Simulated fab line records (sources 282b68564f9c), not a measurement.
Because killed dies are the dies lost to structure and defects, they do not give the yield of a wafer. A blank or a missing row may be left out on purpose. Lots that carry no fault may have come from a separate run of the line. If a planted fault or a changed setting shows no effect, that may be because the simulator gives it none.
What tool caused it? + flow ritCmos + 42 wafers from 14 lots sampled at 2 of the route's 202 steps

WHAT THE GAUGES SHOWED, per wafer
No reading from a measuring or inspecting step in the record can be judged against a usual standard deviation.

WHICH TOOL RAN EACH LOT (tool, then ch and the chambers of the sampled wafers, then the start)
| lot  | RIT_M1_ANNEAL_15             | RIT_M1_PROBE_99        |
|------|------------------------------|------------------------|
| L920 | furnace-02 ch 0, day 3 14:01 | prober-01, day 3 15:41 |
| L921 | furnace-02 ch 0, day 3 19:19 | prober-02, day 3 21:02 |
| L922 | furnace-02 ch 0, day 4 00:25 | prober-01, day 4 02:05 |
| L923 | furnace-02 ch 0, day 4 04:11 | prober-02, day 4 05:48 |
| L925 | furnace-02 ch 0, day 4 16:17 | prober-02, day 4 18:00 |
| L927 | furnace-02 ch 0, day 5 01:44 | prober-02, day 5 03:21 |
| L929 | furnace-02, day 5 11:43      | prober-02, day 5 13:23 |
| L930 | furnace-02, day 5 20:38      | prober-01, day 5 22:18 |
| L933 | furnace-02 ch 0, day 6 06:26 | prober-02, day 6 08:09 |
| L937 | furnace-02 ch 0, day 7 10:38 | prober-02, day 7 12:22 |
| L938 | furnace-02 ch 0, day 7 22:26 | prober-01, day 8 00:06 |
| L939 | furnace-02 ch 0, day 8 08:59 | prober-02, day 8 10:40 |
| L940 | furnace-02 ch 0, day 8 19:43 | prober-01, day 8 21:20 |
| L941 | furnace-02 ch 0, day 8 21:43 | prober-02, day 8 23:20 |
- RIT_M1_ANNEAL_15: time 1800 s.
- RIT_M1_PROBE_99

WHAT THE TOOLS THEMSELVES READ (means of the sampled wafers that have a number; where no wafer has one, the mark that the record gives instead)
RIT_M1_ANNEAL_15.
| lot  | tool       | spikeTcCentreC (C) | spikeTcLoadC (C) |
|------|------------|--------------------|------------------|
| L920 | furnace-02 | 451.2              | 470.9            |
| L921 | furnace-02 | 450.6              | 470.3            |
| L922 | furnace-02 | 450.3              | 471.0            |
| L923 | furnace-02 | 451.0              | 471.3            |
| L925 | furnace-02 | 451.3              | 471.0            |
| L927 | furnace-02 | 449.6              | 471.5            |
| L929 | furnace-02 | -                  | -                |
| L930 | furnace-02 | -                  | -                |
| L933 | furnace-02 | 450.0              | 471.8            |
| L937 | furnace-02 | 451.7              | 471.0            |
| L938 | furnace-02 | 451.4              | 471.8            |
| L939 | furnace-02 | 451.9              | 471.7            |
| L940 | furnace-02 | 449.8              | 470.5            |
| L941 | furnace-02 | 451.7              | 471.5            |

RIT_M1_PROBE_99.
| lot  | tool      | defectLimitedYield (%) | killedAtContacts | killedAtFrontEnd | killedDies | killedOpen | killedShort | sort_bin_3_pad_short (%) | sort_bin_5_function (%) | sort_bin_6_memory (%) | sortNPass | sortYieldPct (%) |
|------|-----------|------------------------|------------------|------------------|------------|------------|-------------|--------------------------|-------------------------|-----------------------|-----------|------------------|
| L920 | prober-01 | 98.9                   | 0.0              | 3                | 3          | 1.3        | 1.7         | 0.1                      | 0.4                     | 0.6                   | 261       | 98.9             |
| L921 | prober-02 | 96.5                   | 0.0              | 9                | 9          | 4.3        | 5.0         | 0.1                      | 2.2                     | 1.3                   | 255       | 96.5             |
| L922 | prober-01 | 98.0                   | 0.0              | 5                | 5          | 2.3        | 3.0         | 0.3                      | 1.4                     | 0.4                   | 259       | 98.0             |
| L923 | prober-02 | 98.0                   | 0.0              | 5                | 5          | 2.3        | 3.0         | 0.1                      | 1.1                     | 0.8                   | 259       | 98.0             |
| L925 | prober-02 | 97.6                   | 0.3              | 6                | 6          | 3.7        | 2.7         | 0.1                      | 1.5                     | 0.8                   | 258       | 97.6             |
| L927 | prober-02 | 98.2                   | 0.0              | 5                | 5          | 1.3        | 3.3         | 0.3                      | 1.3                     | 0.3                   | 259       | 98.2             |
| L929 | prober-02 | 97.6                   | 0.0              | 6                | 6          | 5.0        | 1.3         | 0.0                      | 1.9                     | 0.5                   | 258       | 97.6             |
| L930 | prober-01 | 98.1                   | 0.7              | 4                | 5          | 2.7        | 2.3         | 0.3                      | 0.9                     | 0.8                   | 259       | 98.1             |
| L933 | prober-02 | 96.3                   | 0.0              | 10               | 10         | 6.0        | 3.7         | 0.0                      | 2.4                     | 1.3                   | 254       | 96.3             |
| L937 | prober-02 | 98.2                   | 0.0              | 5                | 5          | 2.3        | 2.3         | 0.1                      | 0.8                     | 0.9                   | 259       | 98.2             |
| L938 | prober-01 | 97.0                   | 0.0              | 8                | 8          | 5.7        | 2.3         | 0.3                      | 2.0                     | 0.8                   | 256       | 97.0             |
| L939 | prober-02 | 96.5                   | 0.0              | 9                | 9          | 4.0        | 5.3         | 0.1                      | 2.1                     | 1.3                   | 255       | 96.5             |
| L940 | prober-01 | 97.5                   | 0.0              | 7                | 7          | 3.3        | 3.3         | 0.1                      | 1.3                     | 1.1                   | 257       | 97.5             |
| L941 | prober-02 | 97.1                   | 0.0              | 8                | 8          | 3.7        | 3.7         | 0.1                      | 1.6                     | 1.1                   | 256       | 97.1             |

THE ANSWER, worked out from the rows above alone
Rule: the lots themselves supply what counts as usual. The widest of any qualifying gaps counts: lots, ordered by their means at a reading, are off when they make up no more than a third of the lots, leave a main group of 4 or more, and stand apart from it by 3 or more times the standard deviation of that group's means. If all means in a main group match to the digits the tables above print for the reading, that group is not used. A lot without any number at a reading at which 4 lots or more have one is off too. Any other lot the step has rows for is counted as sound. Order of review: gauges by route order, followed by the tools' own readings, for which a lot's mean as printed above is used. At the first step where some lot is off, the reading lying furthest off is the one used; lots without a number count as furthest.
Off: L929, L930 (RIT_M1_ANNEAL_15, spikeTcCentreC). Without a number there: L929, L930. The main group has a mean of 450.9 C with a standard deviation of 0.76.
A tool fits if, at that step or a process step before it, it ran every lot that is off, and no sound lot after the first of them. Of those tried, none fits.

WHAT THE SIMULATOR PUT IN
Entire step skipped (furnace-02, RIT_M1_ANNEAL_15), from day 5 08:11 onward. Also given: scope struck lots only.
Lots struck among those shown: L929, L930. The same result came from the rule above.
